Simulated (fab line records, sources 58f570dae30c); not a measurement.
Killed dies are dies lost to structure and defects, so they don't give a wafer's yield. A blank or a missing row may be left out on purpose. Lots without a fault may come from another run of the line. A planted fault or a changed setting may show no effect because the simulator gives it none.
One fault seen from 2 desks | flow berkeley_cmos170 | each desk has only its own numbers; what lay behind them comes last

THE TOOL OWNER'S DESK: pecvd-02
The tool's own readings at UCB170_V2_CVD_00 (deposits SiO2 from TEOS/O2, target thk 2000 nm, time 250 s): means of the sampled wafers that have a number, for each lot that ran on this tool. A lot is out of limits, marked OUT, if its mean lies more than 4 standard deviations from the usual mean; the brackets give that distance.
Columns: A = heater_power_w at UCB170_V2_CVD_00, usual 243 W
lot  | first seen here | A
L389 | day 7 07:59     | 272
L392 | day 8 00:07     | 227
L398 | day 9 07:22     | 210
L399 | day 9 19:56     | 270
L402 | day 10 06:32    | 278
L403 | day 10 17:53    | 261
This desk's finding: nothing out of limits on any of the 6 lots.

THE METROLOGY DESK
What the gauges read, lot by lot, whatever tool the lot ran on: means of the sampled wafers that have a number. A lot is out of limits, marked OUT, if its mean lies more than 4 standard deviations from the usual mean; the brackets give that distance.
Columns: A = V2_TEOS_THK at UCB170_V2_THK_MEAS_01, usual 1996 nm
lot  | first seen here | A
L388 | day 7 04:58     | 1967
L389 | day 7 08:08     | 1992
L390 | day 8 00:06     | 1981
L392 | day 8 00:16     | 1997
L391 | day 8 00:47     | 2004
L398 | day 9 07:29     | 2040
L399 | day 9 20:08     | 2871 (+35) OUT
L402 | day 10 06:43    | 2885 (+36) OUT
L403 | day 10 18:02    | 2847 (+34) OUT
L407 | day 11 05:52    | 2005
L406 | day 11 10:39    | 1997
L408 | day 11 13:57    | 1989
L409 | day 11 14:59    | 2011
L410 | day 12 02:05    | 2006
L411 | day 12 17:14    | 1986
This desk's finding: out of limits on L399, L402, L403; first on L399, day 9 20:08 (V2_TEOS_THK at UCB170_V2_THK_MEAS_01). In limits: L388, L389, L390, L392, L391, L398, L407, L406, L408, L409, L410, L411.

PUT TOGETHER
The metrology desk could have raised an alarm at day 9 20:08, on L399, L402, L403.
The tool owner's desk saw nothing out of limits.
The tool owner's desk has L399, L402, L403 on record, within its limits.
Of the lots named, all ran UCB170_V2_CVD_00 on pecvd-02.

WHAT THE SIMULATOR HAD PUT IN
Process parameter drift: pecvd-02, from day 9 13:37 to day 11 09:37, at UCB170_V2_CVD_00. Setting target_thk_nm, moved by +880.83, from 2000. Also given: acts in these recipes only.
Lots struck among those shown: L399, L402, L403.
Hours from the fault's start to each desk's first reading out of limits: the metrology desk, 7.
